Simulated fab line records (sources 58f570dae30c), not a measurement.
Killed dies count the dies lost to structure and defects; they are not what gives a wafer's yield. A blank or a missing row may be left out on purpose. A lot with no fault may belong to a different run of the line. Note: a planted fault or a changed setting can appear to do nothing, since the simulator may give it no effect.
Matching of chambers -- flow berkeley-cmos170 -- UCB170_V1_CMP_02 on cmp-01: 4 sister chambers
The step polishes SiO2. 7 wafers are shown with their chamber, then 10 later ones without.

## WAFERS PAIRED WITH THEIR CHAMBERS
wafer,chamber,motor-current-A (A),head-pressure-psi (psi)
L856.4,1,15.1,6.012
L867.3,2,17.3,6.000
L871.4,0,17.1,5.996
L871.5,0,17.4,6.003
L871.6,3,15.8,6.005
L873.1,2,17.3,6.006
L873.2,3,15.8,6.002

## WAFERS WITH NO CHAMBER GIVEN
wafer,motor-current-A (A),head-pressure-psi (psi)
L873.5,17.8,6.018
L872.2,17.2,6.015
L872.4,14.7,6.012
L872.5,15.1,5.989
L875.4,14.0,6.009
L875.5,15.9,6.007
L875.6,17.2,6.010
L877.3,17.4,5.996
L877.4,15.7,5.996
L877.6,15.4,6.008

## EACH ONE'S CHAMBER
wafer,from the rows above,in truth
L873.5,can't be placed: 2 or 0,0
L872.2,can't be placed: 2 or 0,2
L872.4,1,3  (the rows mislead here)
L872.5,can't be placed: 1 or 3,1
L875.4,1,1
L875.5,3,3
L875.6,can't be placed: 2 or 0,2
L877.3,can't be placed: 0 or 2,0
L877.4,3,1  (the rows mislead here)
L877.6,can't be placed: 1 or 3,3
Correctly placed: 2 of 10. Can't be placed from these rows: 6 (the true chamber is among the candidates in 6). Number placed wrongly: 2.
How it was worked out, from the rows above alone: a wafer's distance from a chamber is the root of the sum, over the readings, of the square of ((its reading less the chamber's mean) divided by the reading's scatter). If the next closest chamber is less than 2 further off than the closest, the wafer can't be placed; otherwise it belongs to the closest. Each chamber's mean is taken over the wafers shown for it. The scatter: the root of (the sum of the squares of (reading less its chamber's mean) over the shown wafers, divided by (wafers less chambers)).
